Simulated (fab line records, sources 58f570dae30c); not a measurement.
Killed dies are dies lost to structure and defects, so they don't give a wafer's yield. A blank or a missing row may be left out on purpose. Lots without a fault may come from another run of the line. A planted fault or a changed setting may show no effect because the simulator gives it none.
Which tool did it? | flow berkeley_cmos170 | 7 lots, 21 wafers sampled, at 2 steps of a route of 331

WHAT THE GAUGES READ, wafer by wafer
UCB170_V2_OVL_MEAS_13.
lot  | measured     | on         | V2_OVL (nm)
L730 | day 8 13:11  | overlay-02 | 3 -1 2
L734 | day 9 04:17  | overlay-02 | -2 3 2
L736 | day 9 21:00  | overlay-01 | -9 4 -9
L737 | day 10 10:23 | overlay-02 | -11 -2 -7
L741 | day 11 05:00 | overlay-02 | 9 2 3
L742 | day 11 20:55 | overlay-02 | -2 -3 -4
L747 | day 12 13:46 | overlay-01 | 0 -2 -2

WHICH TOOL RAN EACH LOT (tool, then ch and the chambers of the sampled wafers, then the start)
lot  | UCB170_M2_METAL_ETCH_18
L730 | rie_metal-04 ch 0,1, day 8 10:56
L734 | rie_metal-04 ch 0,1, day 9 01:43
L736 | rie_metal-02 ch 0,1, day 9 18:31
L737 | rie_metal-04 ch 0,1, day 10 07:27
L741 | rie_metal-04 ch 0, day 11 01:35
L742 | rie_metal-04 ch 0, day 11 17:35
L747 | rie_metal-02 ch 0,1, day 12 09:43
- UCB170_M2_METAL_ETCH_18: etches Al in Cl2/BCl3, stops on SiO2, target depth 1170 nm, time 195 s.

THE ANSWER, worked out from the rows above alone
Rule: what is usual is taken from the lots themselves. Put in order of their means at a reading, lots are off if they are a third of the lots or fewer, leave a main group of 4 or more, and stand apart from it by a gap of 3 or more times the standard deviation of the main group's means; of several such gaps the widest counts. A main group whose means are all the same, to the digits that the tables above print for the reading, isn't used. A lot without any number at a reading at which 4 lots or more have one is off too. The other lots that the step has rows for count as sound.
No lot is off at any reading shown: from this, nothing can be told.

WHAT THE SIMULATOR HAD PUT IN
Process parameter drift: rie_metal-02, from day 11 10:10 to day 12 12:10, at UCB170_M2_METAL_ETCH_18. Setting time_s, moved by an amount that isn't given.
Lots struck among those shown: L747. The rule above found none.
